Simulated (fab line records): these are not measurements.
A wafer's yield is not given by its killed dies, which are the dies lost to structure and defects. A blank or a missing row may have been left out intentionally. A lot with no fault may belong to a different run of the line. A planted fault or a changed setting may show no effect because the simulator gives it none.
The tool behind it: which one? / flow rit cmos / Sampling: 10 lots, 30 wafers, 2 of 202 route steps

== WHAT EACH GAUGE READ, for each wafer ==
The record holds no reading of a measuring or inspecting step that can be judged against a usual standard deviation.

== WHAT TOOL EACH LOT RAN ON (gives the tool, then ch and the chambers of the sampled wafers, and finally the start) ==
lot=L878; RIT_FOX2_OXIDATION_00=furnace-03 ch 0, day 2 00:52; RIT_M1_PROBE_99=-
lot=L879; RIT_FOX2_OXIDATION_00=furnace-01 ch 0, day 2 05:09; RIT_M1_PROBE_99=-
lot=L880; RIT_FOX2_OXIDATION_00=furnace-04 ch 0, day 2 09:27; RIT_M1_PROBE_99=-
lot=L885; RIT_FOX2_OXIDATION_00=furnace-01 ch 0, day 3 07:20; RIT_M1_PROBE_99=-
lot=L889; RIT_FOX2_OXIDATION_00=furnace-01 ch 0, day 4 08:45; RIT_M1_PROBE_99=-
lot=L891; RIT_FOX2_OXIDATION_00=furnace-04 ch 0, day 4 20:19; RIT_M1_PROBE_99=prober-01, day 7 07:09
lot=L898; RIT_FOX2_OXIDATION_00=furnace-04 ch 0, day 6 08:49; RIT_M1_PROBE_99=-
lot=L899; RIT_FOX2_OXIDATION_00=furnace-04 ch 0, day 6 14:15; RIT_M1_PROBE_99=-
lot=L900; RIT_FOX2_OXIDATION_00=furnace-01 ch 0, day 6 14:50; RIT_M1_PROBE_99=-
lot=L901; RIT_FOX2_OXIDATION_00=furnace-01 ch 0, day 6 14:50; RIT_M1_PROBE_99=prober-01, day 8 14:37
- RIT_FOX2_OXIDATION_00: target thk 350.7 nm, ox time 1130 s.
- RIT_M1_PROBE_99

== AS READ BY THE TOOLS THEMSELVES (means over the sampled wafers that have a number; for cases with no such wafer, the mark the record gives instead) ==
RIT_FOX2_OXIDATION_00. Usual: spike tc centre C 1101.8 C (standard deviation 1.2); spike tc load C 1123 C (standard deviation 4); spike tc source C 1124 C (standard deviation 3.6); tube center temp C 1100 C (standard deviation 0.11); tube_center_temp_C_max 1102.9 (standard deviation 0.5); zone power centre pct 55 % (standard deviation 4.5); zone power load pct 46 % (standard deviation 3.8).
lot=L878; tool=furnace-03; spike tc centre C (C)=1102.9; spike tc load C (C)=1128; spike tc source C (C)=1119; tube center temp C (C)=1100; tube_center_temp_C_max=1102.8; zone power centre pct (%)=50; zone power load pct (%)=42; flag=
lot=L879; tool=furnace-01; spike tc centre C (C)=1102.9; spike tc load C (C)=1125; spike tc source C (C)=1127; tube center temp C (C)=1100; tube_center_temp_C_max=1103.2; zone power centre pct (%)=53; zone power load pct (%)=44; flag=
lot=L880; tool=furnace-04; spike tc centre C (C)=1101.3; spike tc load C (C)=1119; spike tc source C (C)=1121; tube center temp C (C)=1100; tube_center_temp_C_max=1102.6; zone power centre pct (%)=61; zone power load pct (%)=51; flag=
lot=L885; tool=furnace-01; spike tc centre C (C)=1115.2; spike tc load C (C)=1140; spike tc source C (C)=1141; tube center temp C (C)=1114; tube_center_temp_C_max=1117.0; zone power centre pct (%)=53; zone power load pct (%)=45; flag=OFF
lot=L889; tool=furnace-01; spike tc centre C (C)=1116.4; spike tc load C (C)=1140; spike tc source C (C)=1141; tube center temp C (C)=1114; tube_center_temp_C_max=1116.6; zone power centre pct (%)=53; zone power load pct (%)=45; flag=OFF
lot=L891; tool=furnace-04; spike tc centre C (C)=1101.4; spike tc load C (C)=1118; spike tc source C (C)=1121; tube center temp C (C)=1100; tube_center_temp_C_max=1103.2; zone power centre pct (%)=62; zone power load pct (%)=51; flag=
lot=L898; tool=furnace-04; spike tc centre C (C)=1100.9; spike tc load C (C)=1117; spike tc source C (C)=1120; tube center temp C (C)=1100; tube_center_temp_C_max=1102.9; zone power centre pct (%)=62; zone power load pct (%)=51; flag=
lot=L899; tool=furnace-04; spike tc centre C (C)=1101.5; spike tc load C (C)=1119; spike tc source C (C)=1120; tube center temp C (C)=1100; tube_center_temp_C_max=1103.2; zone power centre pct (%)=62; zone power load pct (%)=51; flag=
lot=L900; tool=furnace-01; spike tc centre C (C)=1102.9; spike tc load C (C)=1125; spike tc source C (C)=1128; tube center temp C (C)=1100; tube_center_temp_C_max=1102.5; zone power centre pct (%)=53; zone power load pct (%)=44; flag=
lot=L901; tool=furnace-01; spike tc centre C (C)=1102.0; spike tc load C (C)=1126; spike tc source C (C)=1127; tube center temp C (C)=1100; tube_center_temp_C_max=1102.6; zone power centre pct (%)=53; zone power load pct (%)=43; flag=

RIT_M1_PROBE_99. Usual: killed at contacts 0.1, standard deviation 0.28; killed at front end 7.1, standard deviation 2.8; killed dies 7.1, standard deviation 2.9; killed open 3.4, standard deviation 2; killed short 3.6, standard deviation 2.1.
lot=L891; tool=prober-01; killed at contacts=0.0; killed at front end=7.0; killed dies=7.0; killed open=4.7; killed short=2.3; flag=
lot=L901; tool=prober-01; killed at contacts=0.0; killed at front end=6.0; killed dies=6.0; killed open=4.0; killed short=2.0; flag=

== THE ANSWER, worked out from the rows above alone ==
Rule: a lot counts as off when the mean over its wafers that have a number is more than 3 standard deviations away from the usual mean. A lot without any number at a reading at which 4 lots or more have one is off too. The other lots that the step has rows for count as sound. First the gauges in route order, then the tools' own readings, where a lot's mean is used as printed above. At the first step where some lot is off, the reading lying furthest off is the one used; lots without a number count as furthest.
Off: L885, L889 (RIT_FOX2_OXIDATION_00, tube center temp C).
A tool fits if, at that step or a process step before it, it ran every lot that is off, and no sound lot after the first of them. Of those tried, none fits.

== WHAT HAD BEEN PUT IN BY THE SIMULATOR ==
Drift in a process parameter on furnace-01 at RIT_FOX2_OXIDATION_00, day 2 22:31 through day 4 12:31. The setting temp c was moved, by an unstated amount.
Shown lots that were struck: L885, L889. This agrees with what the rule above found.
